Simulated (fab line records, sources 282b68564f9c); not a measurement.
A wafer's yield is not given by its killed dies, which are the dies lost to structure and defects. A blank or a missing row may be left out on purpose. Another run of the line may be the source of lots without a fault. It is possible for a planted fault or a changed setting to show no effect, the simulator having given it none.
Split-lot study || flow rit-cmos || 5 lots, 23 wafers read, on a route of 202 steps

== THE SPLIT ==
At RIT_SILICIDE_SPUTTER_01 (material Ti, target thk 30 nm, time 240 s), the setting time-s was moved away from the recipe's 240 s on 8 of the 23 wafers read, by +4.2% to +10.4%. The other wafers ran this setting at the recipe's value.

== SPLIT TO READING: what lies between them in the file, 1 step ==
- RIT_SILICIDE_RS_MEAS_02: measures by four-point-probe

== THE READING ==
SILICIDE_TI_THK, in nm, at RIT_SILICIDE_THK_MEAS_03 (measures by xrf). Typical for fault-free wafers on this fab line: 29.9 nm, with standard deviation 0.39 nm.

{"wafer": "L075.2", "tool, chamber at the split": "pvd-sputter-04, -", "time-s as run, s": 240, "against the recipe": "recipe", "SILICIDE_TI_THK, nm": 29.0, "against lot-mates on the recipe": "-"}
{"wafer": "L075.3", "tool, chamber at the split": "pvd-sputter-04, -", "time-s as run, s": 264.9, "against the recipe": "+10.4%", "SILICIDE_TI_THK, nm": 33.0, "against lot-mates on the recipe": "+3.3"}
{"wafer": "L075.4", "tool, chamber at the split": "pvd-sputter-04, -", "time-s as run, s": 264.9, "against the recipe": "+10.4%", "SILICIDE_TI_THK, nm": 33.4, "against lot-mates on the recipe": "+3.7"}
{"wafer": "L075.5", "tool, chamber at the split": "pvd-sputter-04, -", "time-s as run, s": 240, "against the recipe": "recipe", "SILICIDE_TI_THK, nm": 29.9, "against lot-mates on the recipe": "-"}
{"wafer": "L075.6", "tool, chamber at the split": "pvd-sputter-04, -", "time-s as run, s": 240, "against the recipe": "recipe", "SILICIDE_TI_THK, nm": 30.2, "against lot-mates on the recipe": "-"}
{"wafer": "L076.1", "tool, chamber at the split": "pvd-sputter-01, -", "time-s as run, s": 240, "against the recipe": "recipe", "SILICIDE_TI_THK, nm": 29.7, "against lot-mates on the recipe": "-"}
{"wafer": "L076.2", "tool, chamber at the split": "pvd-sputter-01, -", "time-s as run, s": 240, "against the recipe": "recipe", "SILICIDE_TI_THK, nm": 30.1, "against lot-mates on the recipe": "-"}
{"wafer": "L076.3", "tool, chamber at the split": "pvd-sputter-01, -", "time-s as run, s": 240, "against the recipe": "recipe", "SILICIDE_TI_THK, nm": 29.7, "against lot-mates on the recipe": "-"}
{"wafer": "L076.5", "tool, chamber at the split": "pvd-sputter-01, -", "time-s as run, s": 240, "against the recipe": "recipe", "SILICIDE_TI_THK, nm": 30.2, "against lot-mates on the recipe": "-"}
{"wafer": "L076.6", "tool, chamber at the split": "pvd-sputter-01, -", "time-s as run, s": 240, "against the recipe": "recipe", "SILICIDE_TI_THK, nm": 29.8, "against lot-mates on the recipe": "-"}
{"wafer": "L077.1", "tool, chamber at the split": "pvd-sputter-01, -", "time-s as run, s": 240, "against the recipe": "recipe", "SILICIDE_TI_THK, nm": 30.1, "against lot-mates on the recipe": "-"}
{"wafer": "L077.3", "tool, chamber at the split": "pvd-sputter-01, -", "time-s as run, s": 250.1, "against the recipe": "+4.2%", "SILICIDE_TI_THK, nm": 31.4, "against lot-mates on the recipe": "+1.3"}
{"wafer": "L077.4", "tool, chamber at the split": "pvd-sputter-01, -", "time-s as run, s": 250.1, "against the recipe": "+4.2%", "SILICIDE_TI_THK, nm": 31.6, "against lot-mates on the recipe": "+1.5"}
{"wafer": "L077.5", "tool, chamber at the split": "pvd-sputter-01, -", "time-s as run, s": 240, "against the recipe": "recipe", "SILICIDE_TI_THK, nm": 30.1, "against lot-mates on the recipe": "-"}
{"wafer": "L077.6", "tool, chamber at the split": "pvd-sputter-01, -", "time-s as run, s": 250.1, "against the recipe": "+4.2%", "SILICIDE_TI_THK, nm": 31.5, "against lot-mates on the recipe": "+1.4"}
{"wafer": "L080.1", "tool, chamber at the split": "pvd-sputter-01, -", "time-s as run, s": 240, "against the recipe": "recipe", "SILICIDE_TI_THK, nm": 30.3, "against lot-mates on the recipe": "-"}
{"wafer": "L080.2", "tool, chamber at the split": "pvd-sputter-01, -", "time-s as run, s": 262.9, "against the recipe": "+9.5%", "SILICIDE_TI_THK, nm": 33.2, "against lot-mates on the recipe": "+3.2"}
{"wafer": "L080.3", "tool, chamber at the split": "pvd-sputter-01, -", "time-s as run, s": 240, "against the recipe": "recipe", "SILICIDE_TI_THK, nm": 29.7, "against lot-mates on the recipe": "-"}
{"wafer": "L080.4", "tool, chamber at the split": "pvd-sputter-01, -", "time-s as run, s": 262.9, "against the recipe": "+9.5%", "SILICIDE_TI_THK, nm": 33.4, "against lot-mates on the recipe": "+3.4"}
{"wafer": "L080.6", "tool, chamber at the split": "pvd-sputter-01, -", "time-s as run, s": 262.9, "against the recipe": "+9.5%", "SILICIDE_TI_THK, nm": 32.9, "against lot-mates on the recipe": "+2.9"}
{"wafer": "L081.2", "tool, chamber at the split": "pvd-sputter-04, -", "time-s as run, s": 240, "against the recipe": "recipe", "SILICIDE_TI_THK, nm": 29.7, "against lot-mates on the recipe": "-"}
{"wafer": "L081.3", "tool, chamber at the split": "pvd-sputter-04, -", "time-s as run, s": 240, "against the recipe": "recipe", "SILICIDE_TI_THK, nm": 29.2, "against lot-mates on the recipe": "-"}
{"wafer": "L081.4", "tool, chamber at the split": "pvd-sputter-04, -", "time-s as run, s": 240, "against the recipe": "recipe", "SILICIDE_TI_THK, nm": 30.3, "against lot-mates on the recipe": "-"}

THE FIT
A straight line over all 23 wafers: SILICIDE_TI_THK changes by +0.338 nm for each +1% of time-s; r = +0.97; the points scatter about the line by 0.34 nm.
The same after taking each lot's own level away (the mean of its wafers on the recipe; 23 wafers): +0.334 nm for each +1%; r = +0.98; scatter 0.31 nm.
The reading moves by 3.5 nm for the largest change in time-s, on that fit.
The lots' own levels span 29.70 to 30.10 nm, that is 1.0 times the standard deviation above.
Hence the lot-to-lot level has little effect on the slope; both slopes agree.
Check: +3.51 nm against its lot-mates is what the line predicts for one of the wafers moved furthest among these (+10.4%) when that wafer is left out of the fit. It came out at +3.3 nm against them.

== THE WHOLE CHAIN: every reading that the file lists as answering this split, in the file's order ==
{"step": "RIT_SILICIDE_SPUTTER_01", "what it does": "material Ti, target thk 30 nm, time 240 s", "reading": "Ti_of_SILICIDE_SPUTTER_01.thk-nm (the simulator's own value, which no gauge read)", "change (the file's fit)": "+0.338 nm for each +1% of the setting", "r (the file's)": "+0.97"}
{"step": "RIT_SILICIDE_RS_MEAS_02", "what it does": "measures by four-point-probe", "reading": "SILICIDE_TI_RS", "change (the file's fit)": "-0.614 for each +1% of the setting", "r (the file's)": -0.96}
{"step": "RIT_SILICIDE_THK_MEAS_03", "what it does": "measures by xrf", "reading": "SILICIDE_TI_THK", "change (the file's fit)": "+0.334 for each +1% of the setting", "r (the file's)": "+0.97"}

== FILE'S OWN FIT ==
SILICIDE_TI_THK changes by +0.334 nm for each +1% of time-s, r = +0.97.
